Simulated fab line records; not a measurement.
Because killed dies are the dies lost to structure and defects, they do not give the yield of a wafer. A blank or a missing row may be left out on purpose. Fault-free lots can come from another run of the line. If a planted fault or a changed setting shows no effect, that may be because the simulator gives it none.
fab line records ; flow ritCmos
[record] lots = 15; wafers = 43; lastDay = 8
route steps=202 shown NWELL@37 PWELL@48 GATE@92 NSD@140 M1@202
lots that met no fault: from a run of the same line without faults
startH: hours from the record's opening day to when the first of the lot's shown wafers began ; waitH: how many hours have passed since the lot's step before this one ; " repeats the value in the row above ; L1.1+2: one row covering several wafers at once ; - no value, or no start was given ; * or withheld: withheld ; < > ~ a bound
route shown NAME@n: names a module that has steps shown in the file, with the first one's number in the route ; usual: mean/standard deviation taken from wafers without a fault ; same: alike in all rows ; chamber/n: place in a boat ; sites: per-site readings ; _std_site: the standard deviation of these ; _edge_site: outer sites' mean less inner sites' ; radiusMm: for every site, how far away it sits from the centre of the wafer ; mask NAME#n: copy n ; behind: tool/chamber where the wafer was last shaped ; hold: why the lot was held/for how many hours/how that ended ; device: transistor that didn't switch, given as n, p or np ; end of line: the tests these same wafers got at the end of their route ; a step with no rows: only its recipe ; killed: dies lost to structure and defects at the first sort, not the wafer's yield ; map: a wafer's dies, marking killed ones x, the rest . and places with no die _
set.NAME: the run value of the setting; set.NAME@STEP: its run value at that earlier step ; model.NAME: the simulator's own value behind a step, which no gauge read
steps of the route over a sample of lots; a table a step, a row a wafer
services: the hour from which a tool's chamber was out of use, counted from the record's first day as startH (under 0 if before that day), plus the number of hours and why
[[steps]]
[step RIT_NWELL_STRIP_09]
[recipe] chemistry = O2; timeS = 180; resist = NOVOLAK; platenTempC = withheld; powerW = 500; pressureMtorr = 4000; o2FlowSccm = 4000
[usual] drypumpMotorCurrentA = 5.9/0.65
lot.wafer;tool;chamber;startH;waitH;drypumpMotorCurrentA;rfHoursCounterH
L266.1;plasmaAsher-02;0;27.70;0.1;6.6;36
L266.3;plasmaAsher-02;1;27.70;0.1;4.9;-
L266.4;plasmaAsher-02;0;27.70;0.1;6.6;-
L267.1;plasmaAsher-02;1;33.45;0.1;4.9;37
L267.3;plasmaAsher-02;1;33.45;0.1;4.9;-
L267.5;plasmaAsher-02;0;33.45;0.1;6.6;-
L269.1;plasmaAsher-04;0;49.37;0.1;6.2;40
L269.2;plasmaAsher-04;1;49.37;0.1;6.0;40
L269.5;plasmaAsher-04;1;49.37;0.1;6.0;-
L270.2;plasmaAsher-03;1;53.33;0.1;6.4;40
L270.3;plasmaAsher-03;0;53.33;0.1;5.6;-
L270.5;plasmaAsher-03;1;53.33;0.1;6.4;-
L273.2;plasmaAsher-02;0;65.31;0.1;6.6;40
L273.3;plasmaAsher-02;1;65.31;0.1;4.9;-
L273.4;plasmaAsher-02;0;65.31;0.1;6.6;-
L274.4;plasmaAsher-02;0;69.16;0.1;6.6;-
L274.5;plasmaAsher-02;0;69.16;0.1;6.6;-
L274.6;plasmaAsher-02;1;69.16;0.1;4.9;-
L275.3;plasmaAsher-03;0;73.37;0.1;5.6;-
L275.5;plasmaAsher-03;0;73.37;0.1;5.6;-
L275.6;plasmaAsher-03;1;73.37;0.1;6.4;-
L276.3;plasmaAsher-04;0;77.48;0.1;6.3;-
L276.4;plasmaAsher-04;1;77.48;0.1;6.0;-
L276.6;plasmaAsher-04;0;77.48;0.1;6.2;-
L278.3;plasmaAsher-03;1;91.80;0.1;6.4;-
L283.1;plasmaAsher-02;0;114.73;0.1;6.6;45
L283.3;plasmaAsher-02;0;114.73;0.1;6.6;-
L283.5;plasmaAsher-02;0;114.73;0.1;6.6;-
L284.1;plasmaAsher-03;1;119.10;0.1;6.4;48
L284.2;plasmaAsher-03;0;119.10;0.1;5.6;48
L284.3;plasmaAsher-03;1;119.10;0.1;6.4;-
L285.2;plasmaAsher-02;1;123.10;0.1;4.9;46
L285.3;plasmaAsher-02;1;123.10;0.1;4.9;-
L285.5;plasmaAsher-02;0;123.10;0.1;6.6;-
L286.2;plasmaAsher-04;0;129.77;0.1;6.3;1
L286.4;plasmaAsher-04;1;129.77;0.1;6.0;-
L286.5;plasmaAsher-04;1;129.77;0.1;6.1;-
L287.4;plasmaAsher-03;0;132.89;0.1;5.5;-
L287.5;plasmaAsher-03;1;132.89;0.1;6.4;-
L287.6;plasmaAsher-03;0;132.89;0.1;5.6;-
L288.2;plasmaAsher-02;1;137.78;0.1;4.9;48
L288.3;plasmaAsher-02;0;137.78;0.1;6.6;-
L288.4;plasmaAsher-02;1;137.78;0.1;4.9;-
[step RIT_PWELL_STRIP_09]
[recipe] chemistry = O2; timeS = 180; resist = NOVOLAK; platenTempC = withheld; powerW = 500; pressureMtorr = 4000; o2FlowSccm = 4000
[usual] drypumpMotorCurrentA = 6.0/0.33
lot.wafer;tool;chamber;startH;waitH;drypumpMotorCurrentA;rfHoursCounterH
L266.1;plasmaAsher-03;0;29.25;0.1;5.6;38
L266.3;plasmaAsher-03;1;29.25;0.1;6.4;-
L266.4;plasmaAsher-03;0;29.25;0.1;5.6;-
L267.1;plasmaAsher-03;0;35.00;0.1;5.6;38
L267.3;plasmaAsher-03;1;35.00;0.1;6.4;-
L267.5;plasmaAsher-03;0;35.00;0.1;5.6;-
L269.1;plasmaAsher-03;0;50.92;0.1;5.6;40
L269.2;plasmaAsher-03;1;50.92;0.1;6.4;40
L269.5;plasmaAsher-03;1;50.92;0.1;6.4;-
L270.2;plasmaAsher-04;0;55.00;0.1;6.2;41
L270.3;plasmaAsher-04;1;55.00;0.1;6.0;-
L270.5;plasmaAsher-04;1;55.00;0.1;6.0;-
L273.2;plasmaAsher-03;0;66.87;0.1;5.6;41
L273.3;plasmaAsher-03;1;66.87;0.1;6.4;-
L273.4;plasmaAsher-03;0;66.87;0.1;5.6;-
L274.4;plasmaAsher-04;1;70.83;0.1;6.0;-
L274.5;plasmaAsher-04;0;70.83;0.1;6.3;-
L274.6;plasmaAsher-04;1;70.83;0.1;6.0;-
L275.3;plasmaAsher-04;1;74.92;0.1;6.0;-
L275.5;plasmaAsher-04;1;74.92;0.1;6.0;-
L275.6;plasmaAsher-04;0;74.92;0.1;6.3;-
L276.3;plasmaAsher-01;1;79.03;0.1;5.6;-
L276.4;plasmaAsher-01;0;79.03;0.1;6.2;-
L276.6;plasmaAsher-01;0;79.03;0.1;6.2;-
L278.3;plasmaAsher-03;1;93.47;0.1;6.4;-
L283.1;plasmaAsher-01;1;116.28;0.1;5.6;34
L283.3;plasmaAsher-01;1;116.28;0.1;5.6;-
L283.5;plasmaAsher-01;0;116.28;0.1;6.1;-
L284.1;plasmaAsher-03;0;120.78;0.1;5.6;48
L284.2;plasmaAsher-03;1;120.78;0.1;6.4;48
L284.3;plasmaAsher-03;0;120.78;0.1;5.6;-
L285.2;plasmaAsher-03;1;124.82;0.1;6.4;48
L285.3;plasmaAsher-03;1;124.82;0.1;6.4;-
L285.5;plasmaAsher-03;1;124.82;0.1;6.4;-
L286.2;plasmaAsher-04;1;131.45;0.1;6.1;1
L286.4;plasmaAsher-04;1;131.45;0.1;6.0;-
L286.5;plasmaAsher-04;0;131.45;0.1;6.2;-
L287.4;plasmaAsher-03;1;134.63;0.1;6.4;-
L287.5;plasmaAsher-03;0;134.63;0.1;5.6;-
L287.6;plasmaAsher-03;1;134.63;0.1;6.4;-
L288.2;plasmaAsher-03;1;139.33;0.1;6.4;50
L288.3;plasmaAsher-03;0;139.33;0.1;5.6;-
L288.4;plasmaAsher-03;1;139.33;0.1;6.4;-
[step RIT_GATE_CD_MEAS_16]
[recipe] targetCdNm = 150
[usual] cdNm = 148.8/2.7
lot.wafer;tool;chamber;startH;waitH;cdNm
L266.1;cdSem-02;-;51.30;-;149.5
L266.3;cdSem-02;-;51.30;-;145.6
L266.4;cdSem-02;-;51.30;-;145.4
L267.1;cdSem-02;-;55.22;-;146.8
L267.3;cdSem-02;-;55.22;-;145.8
L267.5;cdSem-02;-;55.22;-;145.1
L269.1;cdSem-02;-;67.60;-;147.2
L269.2;cdSem-02;-;67.60;-;148.4
L269.5;cdSem-02;-;67.60;-;145.9
L270.2;cdSem-02;-;71.35;-;146.3
L270.3;cdSem-02;-;71.35;-;145.4
L270.5;cdSem-02;-;71.35;-;146.5
L273.2;cdSem-02;-;83.55;-;151.0
L273.3;cdSem-02;-;83.55;-;151.9
L273.4;cdSem-02;-;83.55;-;151.7
L274.4;cdSem-01;-;89.81;-;146.2
L274.5;cdSem-01;-;89.81;-;148.8
L274.6;cdSem-01;-;89.81;-;147.0
L275.3;cdSem-02;-;90.70;-;149.2
L275.5;cdSem-02;-;90.70;-;147.4
L275.6;cdSem-02;-;90.70;-;152.0
L276.3;cdSem-02;-;96.14;-;152.1
L276.4;cdSem-02;-;96.14;-;151.3
L276.6;cdSem-02;-;96.14;-;154.0
L278.3;cdSem-02;-;107.00;-;151.7
L283.1;cdSem-01;-;133.99;-;151.8
L283.3;cdSem-01;-;133.99;-;150.0
L283.5;cdSem-01;-;133.99;-;151.9
L284.1;cdSem-01;-;135.71;-;152.1
L284.2;cdSem-01;-;135.71;-;149.5
L284.3;cdSem-01;-;135.71;-;149.0
L285.2;cdSem-01;-;149.59;-;149.8
L285.3;cdSem-01;-;149.59;-;147.8
L285.5;cdSem-01;-;149.59;-;146.1
L287.4;cdSem-02;-;149.86;-;145.4
L287.5;cdSem-02;-;149.86;-;146.1
L287.6;cdSem-02;-;149.86;-;145.0
L286.2;cdSem-01;-;150.02;-;146.6
L286.4;cdSem-01;-;150.02;-;147.3
L286.5;cdSem-01;-;150.02;-;145.7
L288.2;cdSem-01;-;166.54;-;150.9
L288.3;cdSem-01;-;166.54;-;149.8
L288.4;cdSem-01;-;166.54;-;151.4
[step RIT_NSD_STRIP_09]
[recipe] chemistry = O2; timeS = 180; resist = NOVOLAK; platenTempC = withheld; powerW = 500; pressureMtorr = 4000; o2FlowSccm = 4000
[usual] drypumpMotorCurrentA = 5.9/0.52
lot.wafer;tool;chamber;startH;waitH;drypumpMotorCurrentA;rfHoursCounterH
L266.1;plasmaAsher-01;0;62.14;0.1;6.2;28
L266.3;plasmaAsher-01;1;62.14;0.1;5.6;-
L266.4;plasmaAsher-01;0;62.14;0.1;6.2;-
L267.1;plasmaAsher-02;0;66.37;0.1;6.6;40
L267.3;plasmaAsher-02;0;66.37;0.1;6.6;-
L267.5;plasmaAsher-02;0;66.37;0.1;6.6;-
L269.1;plasmaAsher-02;1;79.04;0.1;4.9;41
L269.2;plasmaAsher-02;0;79.04;0.1;6.6;41
L269.5;plasmaAsher-02;0;79.04;0.1;6.6;-
L270.2;plasmaAsher-01;0;83.29;0.1;6.1;30
L270.3;plasmaAsher-01;0;83.29;0.1;6.1;-
L270.5;plasmaAsher-01;0;83.29;0.1;6.2;-
L273.2;plasmaAsher-04;0;95.09;0.1;6.2;45
L273.3;plasmaAsher-04;0;95.09;0.1;6.3;-
L273.4;plasmaAsher-04;1;95.09;0.1;6.0;-
L274.4;plasmaAsher-04;1;100.73;0.1;6.1;-
L274.5;plasmaAsher-04;1;100.73;0.1;6.0;-
L274.6;plasmaAsher-04;0;100.73;0.1;6.2;-
L275.3;plasmaAsher-04;0;102.34;0.1;6.2;-
L275.5;plasmaAsher-04;1;102.34;0.1;6.0;-
L275.6;plasmaAsher-04;0;102.34;0.1;6.2;-
L276.3;plasmaAsher-04;1;108.50;0.1;6.0;-
L276.4;plasmaAsher-04;0;108.50;0.1;6.3;-
L276.6;plasmaAsher-04;1;108.50;0.1;6.0;-
L278.3;plasmaAsher-04;1;117.86;0.1;6.0;-
L284.1;plasmaAsher-01;0;146.89;0.1;6.1;37
L284.2;plasmaAsher-01;1;146.89;0.1;5.6;37
L284.3;plasmaAsher-01;0;146.89;0.1;6.1;-
L283.1;plasmaAsher-02;0;149.58;0.1;6.6;49
L283.3;plasmaAsher-02;0;149.58;0.1;6.6;-
L283.5;plasmaAsher-02;1;149.58;0.1;4.9;-
L285.2;plasmaAsher-01;1;169.95;0.1;5.6;39
L285.3;plasmaAsher-01;1;169.95;0.1;5.7;-
L285.5;plasmaAsher-01;0;169.95;0.1;6.1;-
L287.4;plasmaAsher-04;0;170.28;0.1;6.2;-
L287.5;plasmaAsher-04;0;170.28;0.1;6.2;-
L287.6;plasmaAsher-04;1;170.28;0.1;6.1;-
L286.2;plasmaAsher-02;1;170.47;0.1;4.9;50
L286.4;plasmaAsher-02;0;170.47;0.1;6.6;-
L286.5;plasmaAsher-02;0;170.47;0.1;6.6;-
L288.2;plasmaAsher-02;1;177.53;0.1;4.8;51
L288.3;plasmaAsher-02;0;177.53;0.1;6.6;-
L288.4;plasmaAsher-02;1;177.53;0.1;4.9;-
[step RIT_M1_PROBE_99]
[usual] killedAtContacts = 0.1/0.23; killedAtFrontEnd = 6.2/2.8; killedDies = 6.3/2.7; killedOnRim = 1.7/1.3; killedOpen = 3.1/2; killedShort = 3.2/1.8
[same] grossDies = 264; killed_at_M0_to_M3 = 0; killed_at_M4_up = 0; killedAtBackSide = 0; killedAtOther = 0
lot.wafer;tool;chamber;startH;waitH;killedAtContacts;killedAtFrontEnd;killedDies;killedOnRim;killedOpen;killedShort
L266.1;prober-01;-;71.94;0.1;0;2;2;0;1;1
L266.3;prober-01;-;72.04;0.2;0;6;6;4;3;3
L266.4;prober-01;-;72.09;0.2;0;5;5;2;2;3
L267.1;prober-02;-;76.05;0.1;0;6;6;1;3;3
L267.3;prober-02;-;76.15;0.2;0;3;3;3;2;1
L267.5;prober-02;-;76.25;0.2;0;6;6;1;3;3
L269.1;prober-02;-;88.66;0.1;0;8;8;2;1;7
L269.2;prober-02;-;88.71;0.1;0;5;5;0;2;3
L269.5;prober-02;-;88.86;0.2;0;7;7;4;4;3
L270.2;prober-01;-;93.55;0.1;0;11;11;6;4;7
L270.3;prober-01;-;93.60;0.2;0;7;7;5;3;4
L270.5;prober-01;-;93.70;0.2;0;2;2;1;1;1
L273.2;prober-01;-;105.14;0.1;0;11;11;2;7;4
L273.3;prober-01;-;105.19;0.2;0;7;7;1;1;6
L273.4;prober-01;-;105.24;0.2;0;4;4;2;2;2
L274.4;prober-01;-;110.54;0.2;0;7;7;2;5;2
L274.5;prober-01;-;110.59;0.2;0;10;10;3;9;1
L274.6;prober-01;-;110.64;0.2;0;35;35;7;2;3
L275.3;prober-01;-;112.20;0.2;0;33;33;4;2;3
L275.5;prober-01;-;112.30;0.2;0;2;2;0;0;2
L275.6;prober-01;-;112.35;0.2;1;32;33;6;4;1
L276.3;prober-02;-;117.95;0.2;0;7;7;1;2;5
L276.4;prober-02;-;118.00;0.2;0;35;35;3;3;2
L276.6;prober-02;-;118.10;0.2;0;7;7;2;4;3
L278.3;prober-02;-;127.61;0.2;0;8;8;4;5;3
L284.1;prober-01;-;156.49;0.1;0;10;10;5;5;5
L284.2;prober-01;-;156.54;0.1;0;7;7;1;5;2
L284.3;prober-01;-;156.59;0.2;0;9;9;2;4;5
L283.1;prober-02;-;159.19;0.1;0;4;4;0;2;2
L283.3;prober-02;-;159.29;0.2;0;2;2;1;2;0
L283.5;prober-02;-;159.39;0.2;0;7;7;2;4;3
L285.2;prober-01;-;179.95;0.1;0;3;3;1;2;1
L285.3;prober-01;-;180.00;0.2;1;3;4;0;2;2
L285.5;prober-01;-;180.10;0.2;0;7;7;2;4;3
L286.2;prober-01;-;181.45;0.1;0;7;7;1;2;5
L286.4;prober-01;-;181.55;0.2;0;8;8;1;1;7
L286.5;prober-01;-;181.60;0.2;0;8;8;1;5;3
L287.4;prober-02;-;181.55;0.2;0;5;5;3;3;2
L287.5;prober-02;-;181.60;0.2;0;10;10;2;6;4
L287.6;prober-02;-;181.65;0.2;0;2;2;1;1;1
L288.2;prober-02;-;188.00;0.1;0;7;7;2;3;4
L288.3;prober-02;-;188.05;0.2;0;2;2;0;1;1
L288.4;prober-02;-;188.10;0.2;0;5;5;1;3;2
// killed by level:class
L266.1 FOX2:geometricParticle:open=1 SILICIDE:geometricParticle:short=1
L266.3 REOX:geometricParticle:open=2 REOX:geometricParticle:short=1 SPACER:geometricParticle:open=1 SPACER:geometricParticle:short=1 SILICIDE:geometricParticle:short=1
L266.4 GATE:geometricParticle:short=2 REOX:geometricParticle:open=1 SPACER:geometricParticle:short=1 SPACER:geometricParticle:open=1
L267.1 REOX:geometricParticle:open=2 FOX2:geometricParticle:short=1 GATE:geometricParticle:open=1 GATE:geometricParticle:short=1 SILICIDE:geometricParticle:short=1
L267.3 FOX1:geometricParticle:open=2 GATE:geometricParticle:short=1
L267.5 FOX1:geometricParticle:open=3 FOX1:geometricParticle:short=1 FOX2:geometricParticle:short=1 REOX:geometricParticle:short=1
L269.1 FOX1:geometricParticle:short=3 GATE:geometricParticle:short=3 ACTIVE:geometricParticle:short=1 GATE:geometricParticle:open=1
L269.2 GATE:geometricParticle:short=2 FOX1:geometricParticle:short=1 GATE:geometricParticle:open=1 SPACER:geometricParticle:open=1
L269.5 FOX1:geometricParticle:short=2 GATE:geometricParticle:open=2 FOX1:geometricParticle:open=1 GATE:geometricParticle:short=1 SPACER:geometricParticle:open=1
L270.2 GATE:geometricParticle:open=3 GATE:geometricParticle:short=2 SPACER:geometricParticle:short=2 SILICIDE:geometricParticle:short=2 FOX1:geometricParticle:open=1 FOX1:geometricParticle:short=1
L270.3 SILICIDE:geometricParticle:open=2 FOX1:geometricParticle:short=1 FOX2:geometricParticle:short=1 SILICIDE:geometricParticle:short=1 GATE:geometricParticle:open=1 SPACER:geometricParticle:short=1
L270.5 REOX:geometricParticle:open=1 SPACER:geometricParticle:short=1
L273.2 FOX1:geometricParticle:open=3 GATE:geometricParticle:open=3 SILICIDE:geometricParticle:short=2 GATE:geometricParticle:short=1 REOX:geometricParticle:short=1 SPACER:geometricParticle:open=1
L273.3 GATE:geometricParticle:short=3 FOX2:geometricParticle:short=2 FOX1:geometricParticle:short=1 GATE:geometricParticle:open=1
L273.4 FOX1:geometricParticle:short=2 GATE:geometricParticle:open=2
L274.4 GATE:geometricParticle:open=2 FOX1:geometricParticle:open=1 FOX2:geometricParticle:open=1 FOX2:geometricParticle:short=1 GATE:geometricParticle:short=1 SPACER:geometricParticle:open=1
L274.5 FOX2:geometricParticle:open=2 GATE:geometricParticle:open=2 SPACER:geometricParticle:open=2 FOX1:geometricParticle:open=1 REOX:geometricParticle:open=1 GATE:geometricParticle:short=1 SILICIDE:geometricParticle:open=1
L274.6 NSD:unspecified=30 GATE:geometricParticle:short=2 FOX1:geometricParticle:open=1 SPACER:geometricParticle:open=1 SILICIDE:geometricParticle:short=1
L275.3 NSD:unspecified=28 FOX1:geometricParticle:short=3 FOX1:geometricParticle:open=2
L275.5 GATE:geometricParticle:short=2
L275.6 NSD:unspecified=28 FOX1:geometricParticle:open=1 GATE:geometricParticle:open=1 SILICIDE:geometricParticle:open=1 SILICIDE:geometricParticle:short=1 CONTACT:geometricParticle:open=1
L276.3 FOX1:geometricParticle:short=1 GATE:geometricParticle:open=1 GATE:geometricParticle:short=1 REOX:geometricParticle:short=1 REOX:geometricParticle:open=1 SPACER:geometricParticle:short=1 SILICIDE:geometricParticle:short=1
L276.4 NSD:unspecified=30 ACTIVE:geometricParticle:short=1 FOX2:geometricParticle:open=1 GATE:geometricParticle:short=1 GATE:geometricParticle:open=1 SPACER:geometricParticle:open=1
L276.6 FOX2:geometricParticle:open=2 SILICIDE:geometricParticle:short=2 FOX2:geometricParticle:short=1 GATE:geometricParticle:open=1 SILICIDE:geometricParticle:open=1
L278.3 GATE:geometricParticle:open=4 SILICIDE:geometricParticle:short=2 GATE:geometricParticle:short=1 REOX:geometricParticle:open=1
L284.1 GATE:geometricParticle:short=4 GATE:geometricParticle:open=3 FOX1:geometricParticle:short=1 FOX1:geometricParticle:open=1 SPACER:geometricParticle:open=1
L284.2 SPACER:geometricParticle:open=2 SILICIDE:geometricParticle:open=2 FOX1:geometricParticle:short=1 FOX1:geometricParticle:open=1 GATE:geometricParticle:short=1
L284.3 GATE:geometricParticle:short=4 GATE:geometricParticle:open=3 FOX1:geometricParticle:short=1 SPACER:geometricParticle:open=1
L283.1 GATE:geometricParticle:open=2 FOX1:geometricParticle:short=1 REOX:geometricParticle:short=1
L283.3 REOX:geometricParticle:open=2
L283.5 GATE:geometricParticle:open=2 FOX1:geometricParticle:short=1 FOX2:geometricParticle:short=1 FOX2:geometricParticle:open=1 GATE:geometricParticle:short=1 SILICIDE:geometricParticle:open=1
L285.2 FOX1:geometricParticle:short=1 REOX:geometricParticle:open=1 SPACER:geometricParticle:open=1
L285.3 GATE:geometricParticle:short=2 SPACER:geometricParticle:open=1 CONTACT:geometricParticle:open=1
L285.5 FOX1:geometricParticle:short=2 SPACER:geometricParticle:open=2 FOX2:geometricParticle:open=1 GATE:geometricParticle:open=1 GATE:geometricParticle:short=1
L286.2 FOX2:geometricParticle:open=2 FOX1:geometricParticle:short=1 FOX2:geometricParticle:short=1 GATE:geometricParticle:short=1 REOX:geometricParticle:short=1 SPACER:geometricParticle:short=1
L286.4 GATE:geometricParticle:short=3 SILICIDE:geometricParticle:short=2 FOX2:geometricParticle:short=1 SPACER:geometricParticle:short=1 SPACER:geometricParticle:open=1
L287.4 REOX:geometricParticle:open=2 FOX1:geometricParticle:open=1 SPACER:geometricParticle:short=1 SILICIDE:geometricParticle:short=1
L286.5 GATE:geometricParticle:open=3 FOX2:geometricParticle:open=2 REOX:geometricParticle:short=2 GATE:geometricParticle:short=1
L287.5 REOX:geometricParticle:open=5 SPACER:geometricParticle:short=3 REOX:geometricParticle:short=1 SPACER:geometricParticle:open=1
L287.6 REOX:geometricParticle:short=1 SILICIDE:geometricParticle:open=1
L288.2 GATE:geometricParticle:short=2 REOX:geometricParticle:open=2 ACTIVE:geometricParticle:short=1 SPACER:geometricParticle:open=1 SILICIDE:geometricParticle:short=1
L288.3 FOX2:geometricParticle:short=1 GATE:geometricParticle:open=1
L288.4 GATE:geometricParticle:short=2 FOX1:geometricParticle:open=1 FOX2:geometricParticle:open=1 SILICIDE:geometricParticle:open=1
[[services]]
tool;chamber;startH;hours;kind
plasmaAsher-03;-;10.31;2.8;pm
plasmaAsher-02;-;25.54;0.4;repair
plasmaAsher-01;-;31.67;4.0;pm
plasmaAsher-04;-;45.85;1.2;repair
plasmaAsher-04;-;108.75;9.0;pm
plasmaAsher-04;0;108.75;9.0;ventCycle
plasmaAsher-04;1;108.75;9.0;ventCycle
plasmaAsher-04;0;117.75;-;clean
plasmaAsher-04;1;117.75;-;clean
[[key]]
[firstSign] step = RIT_M1_PROBE_99; reading = killedDies; direction = up; sigmas = 10; usual = 6.3; struck = 34
[effect] step = RIT_M1_PROBE_99; reading = killedAtFrontEnd; direction = up; sigmas = 10; usual = 6.2; struck = 33.8
metAt RIT_NSD_STRIP_09
struckLots L274,L275,L276
struckWafers L274.6,L275.3,L275.6,L276.4
testerLeftOut L274,L275,L276
notActingAt RIT_NWELL_STRIP_09,RIT_PWELL_STRIP_09,RIT_GATE_CD_MEAS_16
onsetBetween 95.09 100.73
[fault] kind = chamberParticleSource; tool = plasmaAsher-04; chamber = 0; onsetH = 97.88; steps = RIT_NSD_STRIP_09; ratePerVisitCm2 = 0.62753; endH = 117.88
// testerLeftOut: of these lots the tester's yield and bins aren't shown, on N5 and GAA mostly nor the transistor test; their killed dies are dies lost to structure and defects alone, not to doping, threshold or leakage, so they don't give the yield
